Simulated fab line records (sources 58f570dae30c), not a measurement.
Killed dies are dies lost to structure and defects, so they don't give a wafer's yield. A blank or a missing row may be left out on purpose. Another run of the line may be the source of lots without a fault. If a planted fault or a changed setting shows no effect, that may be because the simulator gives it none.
2 desks, one fault | flow berkeley_cmos170 | each desk has only its own numbers; what lay behind them comes last

== AT THE METROLOGY DESK ==
What the gauges read for every lot (on any tool): the sampled wafers with a number, averaged. A lot is out of limits, marked OUT, if its mean lies more than 4 standard deviations from the usual mean; the brackets give that distance.
Columns: A = NWELL_OVL at UCB170_NWELL_OVL_MEAS_12, usual 0 nm
lot  | first seen here | A
L386 | day 2 08:49     | 3
L387 | day 2 15:35     | -5
L388 | day 2 21:49     | 0
L389 | day 3 02:13     | 0
L391 | day 3 12:05     | 1
L392 | day 3 18:47     | 2
L393 | day 3 19:02     | 4
L398 | day 5 00:43     | 678 (+99 or more) OUT
L397 | day 5 00:57     | -4
L400 | day 5 10:06     | -4
L401 | day 5 17:44     | -6
L403 | day 6 01:42     | 680 (+99 or more) OUT
L408 | day 7 01:14     | 7
L409 | day 7 11:41     | 2
Finding of this desk: L398, L403 out of limits, first seen on L398 at day 5 00:43 (NWELL_OVL at UCB170_NWELL_OVL_MEAS_12). L386, L387, L388, L389, L391, L392, L393, L397, L400, L401, L408, L409: within limits.

== AT THE TOOL OWNER'S DESK: krf_scanner-02 ==
The tool's own readings at UCB170_NWELL_EXPOSE_09 (exposes mask NWELL, target cd 3000 nm): means of the sampled wafers that have a number, for each lot that ran on this tool. A lot is out of limits, marked OUT, if its mean lies more than 4 standard deviations from the usual mean; the brackets give that distance.
Columns: A = focus_offset_nm at UCB170_NWELL_EXPOSE_09, usual -0.1 nm; B = stage_vel_mm_s at UCB170_NWELL_EXPOSE_09, usual 499.93 mm/s
lot  | first seen here | A    | B
L386 | day 2 07:37     | -0.1 | 499.93
L388 | day 2 20:54     | 0.5  | 499.82
L393 | day 3 18:38     | -0.8 | 500.04
L398 | day 5 00:19     | -0.3 | 500.16
L403 | day 6 01:19     | -0.2 | 499.90
Result from this desk: across the 5 lots, nothing is out of limits.

== ALL TOGETHER ==
L398, L403 would have let the metrology desk raise an alarm at day 5 00:43.
The tool owner's desk saw nothing out of limits.
Tool owner's desk: L398, L403 on record, inside its limits.
All the named lots went through UCB170_NWELL_EXPOSE_09 on krf_scanner-02.

== WHAT HAD BEEN PUT IN BY THE SIMULATOR ==
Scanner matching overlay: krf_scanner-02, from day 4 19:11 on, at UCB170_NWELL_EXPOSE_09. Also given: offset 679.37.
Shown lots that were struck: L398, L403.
Delay in hours, fault start to first out-of-limits reading, per desk: metrology desk 6.
